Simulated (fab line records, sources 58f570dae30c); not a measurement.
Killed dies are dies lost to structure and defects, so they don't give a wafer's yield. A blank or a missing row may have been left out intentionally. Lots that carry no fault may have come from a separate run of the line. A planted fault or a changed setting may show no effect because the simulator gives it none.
Which of the tools did it? | flow berkeley_cmos170 | 42 wafers from 14 lots sampled at 4 of the route's 331 steps

## WHAT THE GAUGES SHOWED, per wafer
UCB170_NWELL_THK_MEAS_05. Usual: NWELL_NITRIDE_THK typically reads 225.7 nm, with standard deviation 2.1.
lot  | measured    | on            | NWELL_NITRIDE_THK (nm) | flag
L958 | day 2 09:07 | film_metro-03 | 224.0 222.6 225.5      |
L959 | day 2 15:23 | film_metro-02 | 226.6 225.6 227.4      |
L960 | day 3 00:26 | film_metro-02 | 228.1 227.2 228.0      |
L961 | day 3 00:27 | film_metro-03 | 226.0 226.7 225.1      |
L963 | day 3 07:50 | film_metro-04 | 226.4 225.3 223.9      |
L964 | day 3 12:41 | film_metro-03 | 223.4 223.2 224.4      |
L966 | day 3 20:20 | film_metro-04 | 226.1 225.4 224.7      |
L969 | day 4 13:07 | film_metro-04 | 226.9 226.0 226.0      |
L970 | day 4 20:37 | film_metro-03 | 226.6 226.3 226.2      |
L971 | day 4 20:37 | film_metro-04 | 223.9 225.3 225.5      |
L973 | day 5 10:22 | film_metro-02 | 226.7 224.8 225.8      |
L977 | day 6 06:28 | film_metro-04 | 223.0 222.7 222.3      |
L978 | day 6 09:48 | film_metro-04 | 230.2 230.4 231.0      |
L981 | day 7 02:46 | film_metro-02 | 229.5 229.0 228.0      |

UCB170_V1_CD_MEAS_90 targets a cd of 700 nm. Usual: 699.7 nm for cd_nm, sd 1.6.
lot  | measured     | on        | cd_nm (nm)        | flag
L958 | day 7 20:08  | cd_sem-01 | 703.3 702.0 700.6 |
L959 | day 8 05:19  | cd_sem-02 | 697.4 698.2 698.7 |
L960 | day 8 05:28  | cd_sem-02 | 701.4 700.7 702.0 |
L961 | day 8 05:36  | cd_sem-01 | 698.8 697.5 698.4 |
L963 | day 8 11:28  | cd_sem-01 | 697.2 698.8 698.0 |
L964 | day 8 17:28  | cd_sem-02 | 703.0 700.3 703.0 |
L966 | day 9 05:14  | cd_sem-01 | 698.9 700.9 699.0 |
L969 | day 9 14:02  | cd_sem-02 | 701.8 702.9 703.1 |
L970 | day 10 02:59 | cd_sem-01 | 698.6 700.1 697.9 |
L971 | day 10 02:45 | cd_sem-01 | 699.0 700.2 698.1 |
L973 | day 10 04:16 | cd_sem-01 | 699.5 699.0 699.5 |
L981 | day 12 07:53 | cd_sem-02 | 699.9 698.9 699.3 |

## WHICH TOOL RAN EACH LOT (tool, then ch and the chambers of the sampled wafers, then the start)
lot  | UCB170_NWELL_PEB_10              | UCB170_PVT_STRIP_08
L958 | litho_track-01 ch 0, day 2 10:04 | plasma_asher-02 ch 0,1, day 5 20:41
L959 | litho_track-02 ch 0, day 2 16:08 | plasma_asher-03 ch 0,1, day 6 10:46
L960 | litho_track-02 ch 0, day 3 01:04 | plasma_asher-04 ch 0,1, day 6 11:50
L961 | litho_track-03 ch 0, day 3 01:20 | plasma_asher-04 ch 0,1, day 6 12:07
L963 | litho_track-03 ch 0, day 3 09:11 | plasma_asher-03 ch 0,1, day 6 19:47
L964 | litho_track-01 ch 0, day 3 14:06 | plasma_asher-03 ch 0,1, day 6 19:31
L966 | litho_track-01 ch 0, day 3 21:20 | plasma_asher-03 ch 0,1, day 7 12:05
L969 | litho_track-01 ch 0, day 4 14:07 | plasma_asher-04 ch 1, day 7 19:26
L970 | litho_track-03 ch 0, day 4 21:47 | plasma_asher-03 ch 0,1, day 8 06:50
L971 | litho_track-03 ch 0, day 4 22:04 | plasma_asher-02 ch 0,1, day 8 07:31
L973 | litho_track-02 ch 0, day 5 10:59 | plasma_asher-02 ch 0,1, day 8 13:34
L977 | litho_track-01, day 6 08:29      | -
L978 | litho_track-03, day 6 11:56      | -
L981 | litho_track-01 ch 0, day 7 04:07 | plasma_asher-04 ch 0,1, day 10 14:04
- UCB170_NWELL_PEB_10
- UCB170_PVT_STRIP_08: strips in O2.

## AS READ BY THE TOOLS THEMSELVES (means over the sampled wafers that have a number; for cases with no such wafer, the mark the record gives instead)
UCB170_NWELL_PEB_10. Usual: chill_plate_temp_C 23.00 C, standard deviation 0.11; exhaust_pa 45.1 Pa, standard deviation 0.86.
lot  | tool           | chill_plate_temp_C (C) | exhaust_pa (Pa) | flag
L958 | litho_track-01 | 22.91                  | 45.3            |
L959 | litho_track-02 | 23.08                  | 46.4            |
L960 | litho_track-02 | 22.99                  | 45.9            |
L961 | litho_track-03 | 22.94                  | 45.1            |
L963 | litho_track-03 | 23.17                  | 45.8            |
L964 | litho_track-01 | 22.91                  | 45.4            |
L966 | litho_track-01 | 22.91                  | 46.0            |
L969 | litho_track-01 | 22.88                  | 45.0            |
L970 | litho_track-03 | 22.94                  | 45.5            |
L971 | litho_track-03 | 22.77                  | 46.0            |
L973 | litho_track-02 | 22.95                  | 45.6            |
L977 | litho_track-01 | -                      | -               | OFF
L978 | litho_track-03 | -                      | -               | OFF
L981 | litho_track-01 | 23.04                  | 44.7            |

UCB170_PVT_STRIP_08. Usual: drypump_motor_current_A 5.5 A, standard deviation 0.51; o2_flow_sccm 400.0 sccm, standard deviation 1.3; oes_product_au 0.734 a.u., standard deviation 0.0043; strip_time_to_endpoint_s 21.66 s, standard deviation 0.072.
lot  | tool            | drypump_motor_current_A (A) | o2_flow_sccm (sccm) | oes_product_au (a.u.) | strip_time_to_endpoint_s (s) | flag
L958 | plasma_asher-02 | 5.4                         | 398.5               | 0.733                 | 21.78                        |
L959 | plasma_asher-03 | 5.4                         | 399.7               | 0.732                 | 21.61                        |
L960 | plasma_asher-04 | 6.0                         | 400.6               | 0.735                 | 21.61                        |
L961 | plasma_asher-04 | 6.0                         | 399.7               | 0.736                 | 21.57                        |
L963 | plasma_asher-03 | 5.4                         | 400.0               | 0.734                 | 21.68                        |
L964 | plasma_asher-03 | 5.2                         | 398.8               | 0.737                 | 21.61                        |
L966 | plasma_asher-03 | 5.4                         | 401.2               | 0.738                 | 21.61                        |
L969 | plasma_asher-04 | 6.4                         | 399.7               | 0.735                 | 21.59                        |
L970 | plasma_asher-03 | 5.4                         | 400.8               | 0.733                 | 21.71                        |
L971 | plasma_asher-02 | 5.8                         | 399.0               | 0.734                 | 21.66                        |
L973 | plasma_asher-02 | 5.8                         | 399.9               | 0.734                 | 21.70                        |
L981 | plasma_asher-04 | 6.0                         | 401.1               | 0.733                 | 21.67                        |

## THE ANSWER, worked out from the rows above alone
Rule: lot off if the mean of its wafers having a number is beyond 3 standard deviations from the usual mean. A lot without any number at a reading at which 4 lots or more have one is off too. Where the step has rows for the other lots, those lots are counted as sound. Order of review: gauges by route order, followed by the tools' own readings, for which a lot's mean as printed above is used. The first step at which some lot is off is used, and at that step the reading that is off furthest; a lot without a number counts as furthest.
Off, at UCB170_NWELL_PEB_10 on chill_plate_temp_C: L977, L978. Without a number there: L977, L978.
If a tool, at that step or one of the process steps before it, ran each lot that is off and ran no sound lot following the first of them, it fits. No candidate that was tried fits.

## WHAT THE SIMULATOR HAD INSERTED
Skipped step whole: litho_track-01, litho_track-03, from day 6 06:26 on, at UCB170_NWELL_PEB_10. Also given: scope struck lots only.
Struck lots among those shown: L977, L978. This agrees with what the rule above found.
